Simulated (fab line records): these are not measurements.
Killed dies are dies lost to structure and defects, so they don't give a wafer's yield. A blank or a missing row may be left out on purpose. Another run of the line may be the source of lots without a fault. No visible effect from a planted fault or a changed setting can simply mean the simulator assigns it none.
2 desks looking at one fault || flow berkeley_cmos170 || only its own numbers are on each desk; what lay behind them is given at the end

TOOL OWNER'S DESK, implanter-04
The tool's own readings at UCB170_PVT_IMPLANT_07: means of the sampled wafers that have a number, for each lot that ran on this tool. Marked OUT: a lot whose mean sits more than 4 standard deviations from the usual mean, which makes it out of limits; the brackets give that distance.
Columns: A = dose_ions_cm2 at UCB170_PVT_IMPLANT_07, usual 2.0004e+12
{"lot": "L849", "first seen here": "day 9 15:53", "A": 2.0011e+12}
{"lot": "L850", "first seen here": "day 9 16:41", "A": "1.9250e+12 (-33) OUT"}
{"lot": "L853", "first seen here": "day 9 20:29", "A": "1.9259e+12 (-32) OUT"}
This desk's verdict: out of limits on L850, L853, starting with L850 at day 9 16:41 (dose_ions_cm2 at UCB170_PVT_IMPLANT_07). In limits: L849.

METROLOGY DESK
Means of the sampled wafers that have a number, per lot and without regard to the tool the lot ran on: this is what the gauges read. Marked OUT: a lot whose mean sits more than 4 standard deviations from the usual mean, which makes it out of limits; the brackets give that distance.
Columns: A = NVT_OVL at UCB170_NVT_OVL_MEAS_06, usual 0 nm; B = NVT_TW at UCB170_NVT_TW_MEAS_09, usual 523; C = PVT_OVL at UCB170_PVT_OVL_MEAS_06, usual 0 nm
{"lot": "L837", "first seen here": "day 7 00:35", "A": 1, "B": 527, "C": -8}
{"lot": "L843", "first seen here": "day 8 06:51", "A": 0, "B": 530, "C": 5}
{"lot": "L849", "first seen here": "day 9 11:53", "A": -4, "B": 531, "C": 3}
{"lot": "L850", "first seen here": "day 9 12:17", "A": -4, "B": 518, "C": 1}
{"lot": "L848", "first seen here": "day 9 12:25", "A": -5, "B": 531, "C": 1}
{"lot": "L853", "first seen here": "day 9 17:23", "A": 5, "B": 518, "C": -1}
Finding of this desk: none of the 6 lots has anything out of limits.

ALL TOGETHER
The tool owner's desk had the chance to raise an alarm at day 9 16:41 on L850, L853.
From the metrology desk's view, nothing was out of limits.
The metrology desk has L850, L853 on record, within its limits.
Of the lots named, all ran UCB170_PVT_IMPLANT_07 on implanter-04.

WHAT WAS PUT IN BY THE SIMULATOR
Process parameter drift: implanter-04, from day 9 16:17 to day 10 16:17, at UCB170_PVT_IMPLANT_07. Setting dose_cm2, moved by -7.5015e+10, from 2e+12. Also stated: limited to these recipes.
Shown lots that were struck: L850, L853.
Each desk's first reading out of limits, in hours after the fault started: the tool owner's desk, 0.
